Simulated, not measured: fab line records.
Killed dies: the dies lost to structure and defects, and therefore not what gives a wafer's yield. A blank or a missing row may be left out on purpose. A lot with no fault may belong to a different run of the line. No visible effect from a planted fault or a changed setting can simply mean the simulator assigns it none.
One fault seen from 2 desks ; flow berkeley_cmos170 ; what lay behind the numbers comes last; until then each desk has only its own

== FROM THE METROLOGY DESK ==
Lot by lot, what the gauges showed, no matter which tool ran the lot: averages of those sampled wafers that carry a number. If a lot's mean is further than 4 standard deviations from the usual mean, the lot is out of limits and carries the mark OUT (the distance appears in the brackets).
Columns: A = V1_OVL at UCB170_V1_OVL_MEAS_13, usual 3 nm
lot;first seen here;A
L167;day 8 00:48;4
L170;day 8 23:00;1
L169;day 8 23:22;9
L168;day 8 23:37;188 (+41) OUT
L174;day 9 19:26;178 (+39) OUT
L175;day 9 21:23;182 (+40) OUT
L179;day 10 06:16;5
L180;day 10 06:49;8
L181;day 11 01:54;-3
L183;day 11 15:43;6
L187;day 12 08:34;7
L186;day 12 10:46;-0
L188;day 12 21:53;7
L189;day 12 21:53;3
Per this desk, out of limits: L168, L174, L175; the first was L168, day 8 23:37 (V1_OVL at UCB170_V1_OVL_MEAS_13). L167, L170, L169, L179, L180, L181, L183, L187, L186, L188, L189: within limits.

== FOR THE TOOL OWNER'S DESK: krf_scanner-01 ==
The tool's own readings at UCB170_V1_EXPOSE_09 (exposes mask VIA1, target cd 700 nm): means of the sampled wafers that have a number, for each lot that ran on this tool. If a lot's mean is further than 4 standard deviations from the usual mean, the lot is out of limits and carries the mark OUT (the distance appears in the brackets).
Columns: A = exposure_dose_mJ_cm2 at UCB170_V1_EXPOSE_09, usual 36.94
lot;first seen here;A
L167;day 7 23:52;36.98
L168;day 8 22:53;36.90
L174;day 9 18:56;37.00
L175;day 9 20:17;36.96
Finding of this desk: none of the 4 lots has anything out of limits.

== ALL TOGETHER ==
L168, L174, L175 would have let the metrology desk raise an alarm at day 8 23:37.
The desk of the tool owner found nothing out of limits.
Tool owner's desk: L168, L174, L175 on record, inside its limits.
All the named lots went through UCB170_V1_EXPOSE_09 on krf_scanner-01.

== WHAT THE SIMULATOR HAD INSERTED ==
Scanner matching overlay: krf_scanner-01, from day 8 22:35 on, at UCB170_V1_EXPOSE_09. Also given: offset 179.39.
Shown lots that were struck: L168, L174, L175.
Hours from the fault's start to each desk's first reading out of limits: the metrology desk, 1.
